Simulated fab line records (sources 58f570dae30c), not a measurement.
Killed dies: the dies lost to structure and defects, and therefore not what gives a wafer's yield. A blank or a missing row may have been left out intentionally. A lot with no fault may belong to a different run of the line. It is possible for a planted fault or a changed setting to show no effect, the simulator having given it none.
A struck lot beside a sound one -- flow berkeley-cmos170 -- 14 out of 331 route steps
Sound: the wafers L221.1, L221.4, L221.5. Wafers struck: L214.1, L214.4, L214.6. Last of all comes the cause.
Each step with rows lists, per side, the tool, then ch with its chambers, then its first start. Under that, the readings that differ: sound wafers -- struck wafers -- difference of the means -- sigmas: that difference in standard deviations of wafers without a fault.
alike: words and numbers the same on both sides, and readings whose means are apart by under 2 such deviations; not compared: readings that were withheld, readings missing a value for some wafer, numbers with overlapping values and no deviation given by the record, and bounds like >300 which may hide the same value.
The two part at a step that has a row with sigmas, a row that says differs or no value, or rows on one side only. Non-overlapping numbers with no deviation appear without sigmas and do not part them. A reading missing from all wafers of one side parts the sides only when that side holds two or more wafers.

first, 1 step without rows for these wafers: UCB170_GATE_DEVELOP_11 (develop time 45 s).
UCB170_GATE_CD_MEAS_12: target cd 350 nm.
  sound: cd-sem-02 at day 9 20:48; struck: cd-sem-02 at day 8 07:32
  alike: cd-nm
UCB170_GATE_OVL_MEAS_13:
  sound: overlay-02 at day 9 20:55; struck: overlay-01 at day 8 07:39
  alike: GATE_OVL
UCB170_GATE_ETCH_14: etches BARC in N2/H2.
  sound on rie-diel-03 ch 0,1,2, day 9 20:57; struck on rie-diel-01 ch 0,1, day 8 07:41
reading,sound,struck,difference,sigmas
oes-product-au (a.u.),1.003 1.014 1.030,0.972 1.013 0.965,-0.032,-2
  alike: drypump-motor-current-A, throttle-valve-pct
UCB170_GATE_ETCH_15: etches poly-Si in HBr/Cl2, stops on SiO2, time 56.3 s, target depth 278.2 nm.
  sound on rie-si-01 ch 0,3, day 9 21:00; struck on rie-si-01 ch 1,3, day 8 07:43
  alike: drypump-motor-current-A, oes-product-au, throttle-valve-pct
  not compared: rf-hours-counter-h
UCB170_GATE_STRIP_16: strips in O2.
  sound on plasma-asher-02 ch 0,1, day 9 21:02; struck on plasma-asher-03 ch 0, day 8 07:46
  alike: drypump-motor-current-A, oes-product-au
  not compared: rf-hours-counter-h
UCB170_GATE_CD_MEAS_90: target cd 350 nm.
  sound: cd-sem-02 at day 9 21:09; struck: cd-sem-02 at day 8 07:52
  alike: cd-nm
then, 5 steps without rows for these wafers: UCB170_GATE_CLEAN_17 (cleans in SPM, time 600 s); UCB170_PLDD_HMDS_00 (prime time 60 s); UCB170_PLDD_COAT_01 (resist thk 900 nm); UCB170_PLDD_SOFTBAKE_02 (time 60 s); UCB170_PLDD_EXPOSE_03 (exposes mask PSELECT, target cd 1200 nm).
UCB170_PLDD_PEB_04:
  sound on litho-track-01 ch 0, day 9 22:34; struck on litho-track-01, day 8 08:53
  no value came back on the struck wafers for chill-plate-temp-C (C), exhaust-pa (Pa); on the sound wafers chill-plate-temp-C (C) reads 23.10 23.13 23.02
then, 1 step without rows for these wafers: UCB170_PLDD_DEVELOP_05 (develop time 45 s).

WHERE THEY PART
At UCB170_GATE_ETCH_14 first; at UCB170_PLDD_PEB_04 last (within this record only).

WHY: what the simulator had put in
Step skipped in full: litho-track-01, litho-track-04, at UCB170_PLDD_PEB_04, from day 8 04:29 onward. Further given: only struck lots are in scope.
